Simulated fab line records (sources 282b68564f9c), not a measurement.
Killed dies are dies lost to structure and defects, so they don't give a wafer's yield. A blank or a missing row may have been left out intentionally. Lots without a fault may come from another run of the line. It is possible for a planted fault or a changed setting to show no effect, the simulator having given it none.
fab line records	flow ritCmos
record lots=15	wafers=45	lastDay=7
route steps=202 shown CONTACT@180
lots that met no fault: from a run of the same line without faults
startH: hours from the record's opening day to when the first of the lot's shown wafers began	waitH: how many hours have passed since the lot's step before this one	" the same as in the row above	L1.1+2: several wafers, shown together as one row	- no value, or no start was given	* or withheld: withheld	< > ~ a bound
route shown NAME@n: names a module that has steps shown in the file, with the first one's number in the route	usual: the fault-free wafers' mean and standard deviation	same: alike in all rows	chamber/n: place in a boat	sites: the reading at each site	_std_site: standard deviation across them	_edge_site: the outer-site mean with the inner-site mean subtracted	radiusMm: how far each site lies from the wafer's centre	mask NAME#n: copy n	behind: tool/chamber where the wafer was last shaped	hold: reason for holding the lot/hours on hold/outcome of the hold	device: names the non-switching transistor (n, p or np)	end of line: the same wafers' tests at the end of the route	a step without rows: its recipe alone	killed: dies that structure and defects cost at the first sort, which is not the same as the wafer's yield	map: a wafer's dies, marking killed ones x, the rest . and places with no die _
set.NAME: the run value of the setting; set.NAME@STEP: its run value at that earlier step	model.NAME: the simulator's own value behind a step, which no gauge read
a sample of lots followed through the steps of the route, with each step as a table and each wafer as a row
services: the hour from which a tool's chamber was out of use, counted from the record's first day as startH (under 0 if before that day), plus the number of hours and why
## steps
# step RIT_CONTACT_STRIP_12
# recipe chemistry=O2	timeS=180	resist=NOVOLAK	platenTempC=withheld	powerW=500	pressureMtorr=4000	o2FlowSccm=4000
# usual chamberPressureMTorr=4000/3.6	drypumpMotorCurrentA=5.94/0.28
lot.wafer	tool	chamber	startH	waitH	chamberPressureMTorr	drypumpMotorCurrentA	rfHoursCounterH
L274.1	plasmaAsher-01	0	57.57	0.1	3998	6.33	42
L274.2	"	1	"	"	4000	5.73	42
L274.5	"	0	"	"	3999	6.32	-
L275.3	plasmaAsher-03	0	65.31	0.2	3995	5.59	-
L275.4	"	1	"	"	4005	6.10	-
L275.6	"	0	"	"	4003	5.59	-
L276.1	plasmaAsher-03	0	66.79	0.1	3997	5.59	41
L276.2	"	1	"	"	4005	6.05	41
L276.3	"	1	"	"	4001	6.05	-
L277.1	plasmaAsher-03	1	72.32	0.2	3994	6.05	41
L277.3	"	1	"	"	4001	6.05	-
L277.4	"	0	"	"	3996	5.57	-
L278.1	plasmaAsher-01	0	82.06	0.1	4003	6.30	44
L278.2	"	1	"	"	4000	5.71	44
L278.3	"	0	"	"	3996	6.28	-
L282.2	plasmaAsher-03	0	96.34	0.1	3997	5.59	44
L282.4	"	1	"	"	3998	6.01	-
L282.6	"	1	"	"	4002	6.03	-
L283.1	plasmaAsher-04	1	104.98	0.1	4005	5.85	33
L283.3	"	0	"	"	3999	6.33	-
L283.5	"	1	"	"	4008	5.85	-
L284.2	plasmaAsher-03	0	107.75	0.1	4003	5.61	45
L284.3	"	0	"	"	3996	5.62	-
L284.4	"	1	"	"	3999	6.05	-
L285.1	plasmaAsher-04	1	113.81	0.1	4000	5.86	34
L285.4	"	1	"	"	4007	5.86	-
L285.6	"	0	"	"	4005	6.38	-
L286.1	plasmaAsher-03	1	122.09	0.1	4003	6.04	47
L286.4	"	0	"	"	4003	5.59	-
L286.6	"	1	"	"	3996	6.03	-
L288.2	plasmaAsher-01	0	128.97	0.1	4000	6.30	0
L288.3	"	0	"	"	4000	6.32	-
L288.5	"	1	"	"	3995	5.69	-
L289.3	plasmaAsher-04	0	135.10	0.2	-	-	-
L289.4	"	1	"	"	-	-	-
L289.6	"	1	"	"	-	-	-
L290.1	plasmaAsher-03	1	141.44	0.1	-	-	-
L290.3	"	1	"	"	-	-	-
L290.5	"	0	"	"	-	-	-
L291.3	plasmaAsher-04	1	145.31	0.2	-	-	-
L291.4	"	0	"	"	-	-	-
L291.6	"	1	"	"	-	-	-
L295.1	plasmaAsher-03	1	162.47	0.1	3997	6.05	52
L295.2	"	0	"	"	3999	5.60	52
L295.6	"	0	"	"	4002	5.59	-
## services
tool	chamber	startH	hours	kind
plasmaAsher-03	-	37.01	14.6	pm
plasmaAsher-01	-	46.03	5.1	repair
plasmaAsher-01	-	105.73	12.0	repair
plasmaAsher-01	-	117.71	9.0	pm
plasmaAsher-01	0	117.71	9.0	ventCycle
plasmaAsher-01	1	117.71	9.0	ventCycle
plasmaAsher-01	0	126.71	-	clean
plasmaAsher-01	1	126.71	-	clean
## key
firstSign step=RIT_CONTACT_STRIP_12	reading=toolRecord	direction=missing
effect none on later readings
metAt RIT_CONTACT_STRIP_12
struckLots L289,L290,L291
laterRowsLeftOut L289.3,L289.4,L289.6,L290.1,L290.3,L290.5,L291.3,L291.4,L291.6
sortLeftOut L289.3,L289.4,L289.6,L290.1,L290.3,L290.5,L291.3,L291.4,L291.6
testerLeftOut L289,L290,L291
onsetBetween 122.09 135.10
fault kind=skippedStepWhole	tool=plasmaAsher-03,plasmaAsher-04	chamber=-	onsetH=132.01	steps=RIT_CONTACT_STRIP_12	scope=struckLotsOnly
# testerLeftOut: of these lots the tester's yield and bins aren't shown, on N5 and GAA mostly nor the transistor test; their killed dies are dies lost to structure and defects alone, not to doping, threshold or leakage, so they don't give the yield
# sortLeftOut: the simulated sort isn't trusted on such a fault, so these wafers' sort isn't shown, and their yield isn't known
# laterRowsLeftOut: the simulator's readings of these wafers behind a module that went badly wrong aren't trusted and aren't shown, but for the sort
